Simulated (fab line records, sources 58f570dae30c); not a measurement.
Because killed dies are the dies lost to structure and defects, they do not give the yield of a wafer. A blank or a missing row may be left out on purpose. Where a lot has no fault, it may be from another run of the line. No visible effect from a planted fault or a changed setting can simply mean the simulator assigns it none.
Code-filled problem report in 8D (eight disciplines) form    flow berkeleyCmos170    the parts of the form that need people (team, actions taken, sign-off) are left out

## 1. THE PROBLEM
rfFwdPowerW at UCB170_SPACER_ETCHBACK_03 reads a mean of 578.2 W on 1 wafer of 1 lot; wafers without a fault read 496.9 W with a standard deviation of 1.6. Relative to the usual mean, that is a shift of +51 standard deviations.
The step: etches SiO2 in CHF3/CF4/Ar, stops on Si, target depth 376 nm, time 100 s.
The first sign was on wafer L867.4 at day 10 17:08, on rieDiel-04. The record holds 15 wafers of 5 lots with a number at this step. Rule for "out", or "out of limits": more than 4 standard deviations from the usual mean. All remaining wafers that have a number are taken as sound.

## 2. WHAT IT IS AND WHAT IT IS NOT
question                     is                 is not
which readings at this step  rfFwdPowerW        chamberPressureMTorr, drypumpMotorCurrentA, oesProductAu, throttleValvePct
which lots                   L867               L850, L853, L870, L872
which wafers of those lots   L867.4             L867.2, L867.3
read on which tools          rieDiel-04         rieDiel-02, rieDiel-03
when                         from day 10 17:08  up to then (11 sound wafers); but 3 sound wafers of L872 came after

## 3. SUSPECTS, AND WHAT RULES EACH OUT
Counting: any tool at a process step up to the reading remains a suspect provided it ran every lot that is out. Sound lots after the first of them don't rule it out here, since some wafers of a struck lot are sound.
- plasmaAsher-01 at UCB170_NLDD_STRIP_10 (strips in O2): kept. It ran the lot that is out, L867 (day 10 11:16); its last sound lot up to then is L853 (day 6 19:07).
- pecvd-01 at UCB170_SPACER_CVD_00 (deposits SiO2 from TEOS/O2, target thk 376 nm, time 47 s): kept. It ran the lot that is out, L867 (day 10 11:36).
- rieDiel-04 at UCB170_SPACER_ETCHBACK_03 (etches SiO2 in CHF3/CF4/Ar, stops on Si, target depth 376 nm, time 100 s): kept. It ran the lot that is out, L867 (day 10 17:08); its last sound lot up to then is L850 (day 6 02:01). Its own readings are out on those wafers: rfFwdPowerW.
- At UCB170_NLDD_STRIP_10 on plasmaAsher-01, chamber 0 took the sound wafers of the same lots and chamber 1 took the wafers that are out.
- rieDiel-04, UCB170_SPACER_ETCHBACK_03: wafers that are out in chamber 1, sound lot-mates in chambers 0, 2.
Left after counting: plasmaAsher-01 at UCB170_NLDD_STRIP_10, pecvd-01 at UCB170_SPACER_CVD_00, rieDiel-04 at UCB170_SPACER_ETCHBACK_03.

## 4. THE CAUSE (what the simulator had put in)
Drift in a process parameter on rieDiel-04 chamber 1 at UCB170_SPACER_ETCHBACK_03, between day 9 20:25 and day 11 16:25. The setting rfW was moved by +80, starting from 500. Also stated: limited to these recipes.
After counting, 3 suspects remain, this tool included.

## 5. THE CHAIN OF EFFECTS, in route order
Each row: a reading where the mean over the struck wafers with a number is more than 3 standard deviations away from the usual. Only readings whose record carries a usual standard deviation are examined. hours: median over the lots of the time between each lot's start at the first step of this table that gives one and its start at this step. sigmas: the change, counted in usual standard deviations.
hours  step                       reading      usual    on struck wafers  change  sigmas
0      UCB170_SPACER_ETCHBACK_03  rfFwdPowerW  496.9 W  578.2             +81.3   +51
The process steps in it:
- UCB170_SPACER_ETCHBACK_03: etches SiO2 in CHF3/CF4/Ar, stops on Si, target depth 376 nm, time 100 s.

## 6. HOW IT WOULD HAVE BEEN CAUGHT EARLIER
The fault began at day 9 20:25; the first out-of-limits reading in this record came at day 10 17:08, 21 hours later.
